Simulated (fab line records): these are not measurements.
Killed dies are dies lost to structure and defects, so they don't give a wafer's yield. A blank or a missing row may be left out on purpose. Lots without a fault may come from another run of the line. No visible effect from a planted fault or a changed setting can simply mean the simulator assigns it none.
2 desks, one fault + flow berkeleyCmos170 + numbers are kept per desk, each desk with only its own; the story behind them comes last

FOR THE TOOL OWNER'S DESK: implanter-04
UCB170_PLDD_IMPLANT_08, tool's own readings: per-lot mean of the sampled wafers with a number, covering each lot this tool ran. Any lot whose mean is over 4 standard deviations away from the usual mean is out of limits and marked OUT; that distance is given in the brackets.
Columns: A = beamEnergyKeV at UCB170_PLDD_IMPLANT_08, usual 9.9996; B = doseIonsCm2 at UCB170_PLDD_IMPLANT_08, usual 5.001e+13; C = rotationDeg at UCB170_PLDD_IMPLANT_08, usual 0.000 degrees
| lot  | first seen here | A       | B         | C                        |
|------|-----------------|---------|-----------|--------------------------|
| L171 | day 8 04:04     | 10.0002 | 5.003e+13 | 0.029                    |
| L180 | day 9 20:58     | 10.0013 | 5.001e+13 | 90.008 (+99 or more) OUT |
| L184 | day 10 11:33    | 9.9974  | 5.005e+13 | 89.987 (+99 or more) OUT |
This desk's verdict: out of limits on L180, L184, starting with L180 at day 9 20:58 (rotationDeg at UCB170_PLDD_IMPLANT_08). L171: within limits.

AT THE METROLOGY DESK
What the gauges read for every lot (on any tool): the sampled wafers with a number, averaged. Any lot whose mean is over 4 standard deviations away from the usual mean is out of limits and marked OUT; that distance is given in the brackets.
Columns: A = cdNm at UCB170_GATE_CD_MEAS_90, usual 350.1 nm; B = cdNm at UCB170_PLDD_CD_MEAS_06, usual 1199.9 nm; C = PLDD_OVL at UCB170_PLDD_OVL_MEAS_07, usual 2 nm
| lot  | first seen here | A     | B      | C  |
|------|-----------------|-------|--------|----|
| L171 | day 7 22:28     | 351.0 | 1200.5 | 1  |
| L170 | day 7 22:35     | 352.7 | 1199.4 | -6 |
| L182 | day 9 18:10     | 350.4 | 1201.8 | -6 |
| L180 | day 9 18:16     | 351.2 | 1200.5 | -0 |
| L184 | day 10 09:23    | 351.9 | 1199.7 | 7  |
| L186 | day 11 04:49    | 351.9 | 1201.8 | -8 |
This desk's finding: nothing out of limits on any of the 6 lots.

ALL TOGETHER
The tool owner's desk could have raised an alarm at day 9 20:58, on L180, L184.
Metrology desk: nothing out of limits seen.
The metrology desk has L180, L184 on record, within its limits.
UCB170_PLDD_IMPLANT_08 was run on implanter-04 by each of the lots named.

WHAT THE SIMULATOR HAD INSERTED
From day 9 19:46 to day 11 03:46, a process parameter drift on implanter-04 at UCB170_PLDD_IMPLANT_08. Setting rotationDeg, moved by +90, from 0. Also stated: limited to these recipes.
Struck lots among those shown: L180, L184.
Delay in hours, fault start to first out-of-limits reading, by desk: the tool owner's desk at 1.
